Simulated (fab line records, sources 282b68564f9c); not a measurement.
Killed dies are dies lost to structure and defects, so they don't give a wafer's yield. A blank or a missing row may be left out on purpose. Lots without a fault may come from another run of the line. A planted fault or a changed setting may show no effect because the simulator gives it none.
fab line records | flow rit_cmos
record lots=14 wafers=42 last_day=7
route steps=202 shown PSD@151 M1@202
lots that met no fault: from a run of the same line without faults
start_h: hours from the record's first day to the start of the lot's first wafer shown | wait_h: hours since the lot's step before | " the same as in the row above | L1.1+2: a row that stands for several wafers | - no value, or no start given | * or withheld: withheld | < > ~ a bound
route shown NAME@n: a module of which the file shows steps, and the number in the route of the first | usual: mean/standard deviation of fault-free wafers | same: alike in all rows | chamber/n: place in a boat | sites: the reading at each site | _std_site: their standard deviation | _edge_site: outer sites' mean less inner sites' | radius_mm: how far each site lies from the wafer's centre | mask NAME#n: copy n | behind: the tool/chamber that last shaped the wafer | hold: why the lot was held/for how many hours/how that ended | device: the transistor (n, p or np) that didn't switch | end of line: the same wafers' tests at the end of the route | a step without rows: its recipe alone | killed: dies lost to structure and defects at the first sort, not the wafer's yield | map: a wafer's dies, x killed, . not, _ none there
set.NAME: the setting as run; set.NAME@STEP: as run at that earlier step | model.NAME: the simulator's own value behind a step, which no gauge read
steps of the route over a sample of lots; a table a step, a row a wafer
services: from which hour (start_h, from the record's first day; less than 0 if before it) a tool's chamber was out of use, for how many hours, and why
## steps
# step RIT_PSD_STRIP_09
# recipe chemistry=O2 time_s=180 resist=NOVOLAK platen_temp_c=withheld power_w=500 pressure_mtorr=4000 o2_flow_sccm=4000
# usual chamber_pressure_mTorr=4000/3.4 drypump_motor_current_A=6.1/0.36 rf_refl_power_W=7.0/1.5
# columns lot.wafer tool chamber start_h wait_h chamber_pressure_mTorr drypump_motor_current_A rf_hours_counter_h rf_refl_power_W
L395.1 plasma_asher-01 1 51.76 0.1 4005 5.5 43 8.3
L395.4 " 0 " " 3999 5.8 - 8.0
L395.5 " 1 " " 4001 5.5 - 8.4
L396.1 plasma_asher-02 1 58.69 0.1 4000 6.3 43 4.1
L396.2 " 0 " " 3999 6.6 43 7.7
L396.4 " 1 " " 4011 6.3 - 3.9
L397.2 plasma_asher-01 1 64.29 0.1 3998 5.5 44 8.5
L397.3 " 0 " " 3997 5.8 - 8.3
L397.4 " 1 " " 4002 5.5 - 8.5
L398.4 plasma_asher-02 1 66.69 0.1 3998 6.3 - 4.0
L398.5 " 0 " " 3995 6.6 - 7.6
L398.6 " 1 " " 3998 6.3 - 4.0
L400.3 plasma_asher-01 0 78.29 0.1 4004 5.8 - 7.8
L400.4 " 1 " " 3997 5.5 - 8.4
L400.5 " 0 " " 3998 5.9 - 8.1
L401.3 plasma_asher-02 1 82.18 0.1 4004 6.3 - 3.8
L401.4 " 0 " " 4001 6.6 - 7.8
L401.6 " 0 " " 4004 6.6 - 7.8
L402.1 plasma_asher-03 0 92.68 0.1 3997 6.1 26 6.0
L402.2 " 1 " " 4001 6.4 26 6.7
L402.5 " 0 " " 4005 6.0 - 5.8
L404.1 plasma_asher-02 1 102.71 0.1 4001 6.3 48 4.2
L404.5 " 0 " " 4001 6.6 - 7.9
L404.6 " 1 " " 4000 6.3 - 4.2
L405.1 plasma_asher-03 0 103.06 0.1 4001 6.1 27 5.8
L405.4 " 0 " " 3997 6.0 - 6.1
L405.6 " 1 " " 4001 6.4 - 6.7
L406.1 plasma_asher-01 0 118.25 0.1 4002 5.8 0 8.8
L406.5 " 1 " " 4005 5.5 - 8.1
L406.6 " 0 " " 3994 5.9 - 8.1
L407.1 plasma_asher-03 1 129.88 0.1 3997 6.4 30 6.5
L407.3 " 0 " " 3998 6.0 - 6.4
L407.6 " 0 " " 3999 6.1 - 6.7
L408.4 plasma_asher-03 0 138.39 0.1 - - - -
L408.5 " 0 " " - - - -
L408.6 " 1 " " - - - -
L410.1 plasma_asher-01 0 140.49 0.1 - - - -
L410.3 " 0 " " - - - -
L410.5 " 0 " " - - - -
L418.1 plasma_asher-03 0 169.34 0.1 3997 6.0 35 6.1
L418.4 " 0 " " 3995 6.0 - 6.0
L418.6 " 0 " " 4002 6.0 - 6.3
# step RIT_M1_PROBE_99
# usual killed_at_contacts=0.1/0.23 killed_at_front_end=6.6/2.9 killed_dies=6.7/3 killed_on_rim=1.7/1.4 killed_open=3.5/2.1 killed_short=3.2/1.8
# same gross_dies=264 killed_at_M0_to_M3=0 killed_at_M4_up=0 killed_at_back_side=0 killed_at_other=0
# columns lot.wafer tool chamber start_h wait_h killed_at_contacts killed_at_front_end killed_dies killed_on_rim killed_open killed_short
L395.1 prober-02 - 61.20 0.1 0 8 8 1 4 4
L395.4 prober-02 - 61.35 0.2 0 7 7 0 2 5
L395.5 prober-02 - 61.40 0.2 0 7 7 0 3 4
L396.1 prober-01 - 66.89 0.1 1 10 11 5 5 6
L396.2 prober-01 - 66.94 0.1 0 10 10 3 3 7
L396.4 prober-01 - 67.04 0.2 0 9 9 4 3 6
L397.2 prober-02 - 72.61 0.1 0 1 1 0 0 1
L397.3 prober-02 - 72.66 0.2 0 8 8 2 4 4
L397.4 prober-02 - 72.71 0.2 0 4 4 1 2 2
L398.4 prober-01 - 74.88 0.2 0 2 2 0 0 2
L398.5 prober-01 - 74.93 0.2 0 9 9 4 6 3
L398.6 prober-01 - 74.98 0.2 1 9 10 2 5 5
L400.3 prober-02 - 86.36 0.2 0 7 7 1 5 2
L400.4 prober-02 - 86.41 0.2 0 3 3 1 1 2
L400.5 prober-02 - 86.46 0.2 0 5 5 1 3 2
L401.3 prober-01 - 90.29 0.2 0 5 5 1 2 3
L401.4 prober-01 - 90.34 0.2 0 8 8 3 7 1
L401.6 prober-01 - 90.44 0.2 0 11 11 2 4 7
L402.1 prober-02 - 100.83 0.1 0 10 10 1 8 2
L402.2 prober-02 - 100.88 0.1 0 5 5 1 4 1
L402.5 prober-02 - 101.03 0.2 0 5 5 1 3 2
L404.1 prober-01 - 111.01 0.1 0 11 11 2 6 5
L404.5 prober-01 - 111.21 0.2 0 2 2 2 2 0
L404.6 prober-01 - 111.26 0.2 0 6 6 2 3 3
L405.1 prober-02 - 112.51 0.1 0 6 6 1 0 6
L405.4 prober-02 - 112.66 0.2 0 7 7 3 2 5
L405.6 prober-02 - 112.76 0.2 0 4 4 2 0 4
L406.1 prober-01 - 126.85 0.1 0 8 8 2 6 2
L406.5 prober-01 - 127.05 0.2 0 7 7 1 5 2
L406.6 prober-01 - 127.10 0.2 0 11 11 4 8 3
L407.1 prober-02 - 138.05 0.1 0 1 1 0 0 1
L407.3 prober-02 - 138.15 0.2 0 6 6 1 4 2
L407.6 prober-02 - 138.30 0.2 0 6 6 3 3 3
L408.4 prober-01 - 147.24 0.2 0 264 264 70 2 1
L408.5 prober-01 - 147.29 0.2 0 264 264 70 3 5
L408.6 prober-01 - 147.34 0.2 0 264 264 70 2 3
L410.1 prober-02 - 148.68 0.1 0 264 264 70 0 0
L410.3 prober-02 - 148.78 0.2 0 264 264 70 1 3
L410.5 prober-02 - 148.88 0.2 0 264 264 70 2 1
L418.1 prober-02 - 177.62 0.1 0 8 8 3 5 3
L418.4 prober-02 - 177.77 0.2 0 6 6 0 2 4
L418.6 prober-02 - 177.87 0.2 0 6 6 2 1 5
# killed by level:class
L395.1 FOX1:geometric_particle:short=3 GATE:geometric_particle:open=3 FOX2:geometric_particle:open=1 SPACER:geometric_particle:short=1
L395.4 FOX2:geometric_particle:short=2 FOX1:geometric_particle:short=1 REOX:geometric_particle:short=1 SPACER:geometric_particle:short=1 SPACER:geometric_particle:open=1 SILICIDE:geometric_particle:open=1
L395.5 REOX:geometric_particle:short=2 SPACER:geometric_particle:open=2 SPACER:geometric_particle:short=1 SILICIDE:geometric_particle:open=1 SILICIDE:geometric_particle:short=1
L396.1 REOX:geometric_particle:short=3 REOX:geometric_particle:open=2 SILICIDE:geometric_particle:open=2 SILICIDE:geometric_particle:short=2 GATE:geometric_particle:short=1 CONTACT:geometric_particle:open=1
L396.2 GATE:geometric_particle:short=4 REOX:geometric_particle:short=2 REOX:geometric_particle:open=2 FOX1:geometric_particle:short=1 GATE:geometric_particle:open=1
L396.4 FOX1:geometric_particle:short=2 SPACER:geometric_particle:short=2 SILICIDE:geometric_particle:short=2 GATE:geometric_particle:open=1 SPACER:geometric_particle:open=1 SILICIDE:geometric_particle:open=1
L397.2 FOX1:geometric_particle:short=1
L397.3 SPACER:geometric_particle:open=3 GATE:geometric_particle:short=2 FOX2:geometric_particle:short=1 FOX2:geometric_particle:open=1 SPACER:geometric_particle:short=1
L397.4 FOX2:geometric_particle:open=1 FOX2:geometric_particle:short=1 GATE:geometric_particle:open=1 SPACER:geometric_particle:short=1
L398.4 FOX2:geometric_particle:short=1 SPACER:geometric_particle:short=1
L398.5 SILICIDE:geometric_particle:open=3 FOX1:geometric_particle:open=2 FOX1:geometric_particle:short=1 GATE:geometric_particle:open=1 GATE:geometric_particle:short=1 SILICIDE:geometric_particle:short=1
L398.6 GATE:geometric_particle:open=2 GATE:geometric_particle:short=2 FOX1:geometric_particle:open=1 FOX2:geometric_particle:open=1 SPACER:geometric_particle:short=1 SPACER:geometric_particle:open=1 SILICIDE:geometric_particle:short=1 CONTACT:geometric_particle:short=1
L400.3 GATE:geometric_particle:open=4 GATE:geometric_particle:short=1 REOX:geometric_particle:short=1 REOX:geometric_particle:open=1
L400.4 FOX2:geometric_particle:short=1 GATE:geometric_particle:short=1 GATE:geometric_particle:open=1
L400.5 FOX2:geometric_particle:open=1 GATE:geometric_particle:open=1 GATE:geometric_particle:short=1 REOX:geometric_particle:open=1 SPACER:geometric_particle:short=1
L401.3 FOX2:geometric_particle:open=1 FOX2:geometric_particle:short=1 REOX:geometric_particle:open=1 REOX:geometric_particle:short=1 SPACER:geometric_particle:short=1
L401.4 GATE:geometric_particle:open=3 FOX2:geometric_particle:open=1 REOX:geometric_particle:open=1 SPACER:geometric_particle:short=1 SPACER:geometric_particle:open=1 SILICIDE:geometric_particle:open=1
L401.6 SPACER:geometric_particle:short=4 REOX:geometric_particle:open=2 FOX2:geometric_particle:short=1 GATE:geometric_particle:open=1 REOX:geometric_particle:short=1 SILICIDE:geometric_particle:open=1 SILICIDE:geometric_particle:short=1
L402.1 GATE:geometric_particle:open=3 REOX:geometric_particle:open=3 ACTIVE:geometric_particle:open=1 FOX2:geometric_particle:open=1 GATE:geometric_particle:short=1 REOX:geometric_particle:short=1
L402.2 FOX2:geometric_particle:open=2 GATE:geometric_particle:open=1 SPACER:geometric_particle:open=1 SILICIDE:geometric_particle:short=1
L402.5 GATE:geometric_particle:open=3 FOX1:geometric_particle:short=1 SILICIDE:geometric_particle:short=1
L404.1 FOX1:geometric_particle:open=3 FOX1:geometric_particle:short=2 GATE:geometric_particle:short=2 GATE:geometric_particle:open=1 REOX:geometric_particle:open=1 SPACER:geometric_particle:open=1 SILICIDE:geometric_particle:short=1
L404.5 REOX:geometric_particle:open=2
L404.6 FOX1:geometric_particle:short=2 REOX:geometric_particle:open=2 GATE:geometric_particle:short=1 SPACER:geometric_particle:open=1
L405.1 SPACER:geometric_particle:short=2 FOX1:geometric_particle:short=1 FOX2:geometric_particle:short=1 GATE:geometric_particle:short=1 SILICIDE:geometric_particle:short=1
L405.4 FOX1:geometric_particle:short=2 GATE:geometric_particle:short=2 SPACER:geometric_particle:open=2 SPACER:geometric_particle:short=1
L405.6 FOX1:geometric_particle:short=1 GATE:geometric_particle:short=1 REOX:geometric_particle:short=1 SPACER:geometric_particle:short=1
L406.1 FOX1:geometric_particle:open=2 GATE:geometric_particle:open=2 FOX2:geometric_particle:short=1 FOX2:geometric_particle:open=1 SILICIDE:geometric_particle:short=1 SPACER:geometric_particle:open=1
L406.5 GATE:geometric_particle:open=3 FOX1:geometric_particle:short=1 GATE:geometric_particle:short=1 SPACER:geometric_particle:open=1 SILICIDE:geometric_particle:open=1
L406.6 GATE:geometric_particle:open=6 FOX2:geometric_particle:open=1 FOX2:geometric_particle:short=1 GATE:geometric_particle:short=1 REOX:geometric_particle:open=1 REOX:geometric_particle:short=1
L407.1 REOX:geometric_particle:short=1
L407.3 GATE:geometric_particle:open=2 SILICIDE:geometric_particle:open=2 GATE:geometric_particle:short=1 SILICIDE:geometric_particle:short=1
L407.6 FOX2:geometric_particle:open=2 FOX1:geometric_particle:short=1 FOX1:geometric_particle:open=1 GATE:geometric_particle:short=1 SILICIDE:geometric_particle:short=1
L408.4 SDANNEAL:area_rta=261 FOX1:geometric_particle:open=1 SPACER:geometric_particle:short=1 SPACER:geometric_particle:open=1
L408.5 SDANNEAL:area_rta=256 SPACER:geometric_particle:short=2 SILICIDE:geometric_particle:short=2 FOX2:geometric_particle:open=1 GATE:geometric_particle:open=1 REOX:geometric_particle:open=1 REOX:geometric_particle:short=1
L408.6 SDANNEAL:area_rta=259 FOX1:geometric_particle:short=1 FOX2:geometric_particle:short=1 SILICIDE:geometric_particle:open=1 REOX:geometric_particle:open=1 SPACER:geometric_particle:short=1
L410.1 SDANNEAL:area_rta=264
L410.3 SDANNEAL:area_rta=260 GATE:geometric_particle:short=2 FOX1:geometric_particle:short=1 FOX2:geometric_particle:open=1
L410.5 SDANNEAL:area_rta=261 GATE:geometric_particle:short=1 GATE:geometric_particle:open=1 SILICIDE:geometric_particle:open=1
L418.1 SILICIDE:geometric_particle:open=3 GATE:geometric_particle:open=2 GATE:geometric_particle:short=2 SILICIDE:geometric_particle:short=1
L418.4 GATE:geometric_particle:open=2 SILICIDE:geometric_particle:short=2 ACTIVE:geometric_particle:short=1 SPACER:geometric_particle:short=1
L418.6 SPACER:geometric_particle:short=3 GATE:geometric_particle:short=1 REOX:geometric_particle:open=1 SILICIDE:geometric_particle:short=1
## services
# columns tool chamber start_h hours kind
plasma_asher-02 - 39.68 0.8 repair
plasma_asher-03 - 42.53 45.4 repair
plasma_asher-01 - 108.75 9.0 pm
plasma_asher-01 0 108.75 9.0 vent_cycle
plasma_asher-01 1 108.75 9.0 vent_cycle
plasma_asher-02 - 111.76 0.5 repair
plasma_asher-01 0 117.75 - clean
plasma_asher-01 1 117.75 - clean
plasma_asher-02 - 127.91 2.8 pm
## key
first_sign step=RIT_PSD_STRIP_09 reading=tool_record direction=missing
effect step=RIT_M1_PROBE_99 reading=killed_at_front_end direction=up sigmas=87 usual=6.6 struck=264
more_kills_born_at RIT_SDANNEAL_RTA_03@rtp_anneal-02=785 RIT_SDANNEAL_RTA_03@rtp_anneal-01=776
met_at RIT_PSD_STRIP_09
struck_lots L408,L410
later_rows_left_out L408.4,L408.5,L408.6,L410.1,L410.3,L410.5
tester_left_out L408,L410
onset_between 129.88 138.39
fault kind=skipped_step_whole tool=plasma_asher-01,plasma_asher-03 chamber=- onset_h=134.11 steps=RIT_PSD_STRIP_09 scope=struck_lots_only
# tester_left_out: of these lots the tester's yield and bins aren't shown, on N5 and GAA mostly nor the transistor test; their killed dies are dies lost to structure and defects alone, not to doping, threshold or leakage, so they don't give the yield
# later_rows_left_out: the simulator's readings of these wafers behind a module that went badly wrong aren't trusted and aren't shown, but for the sort
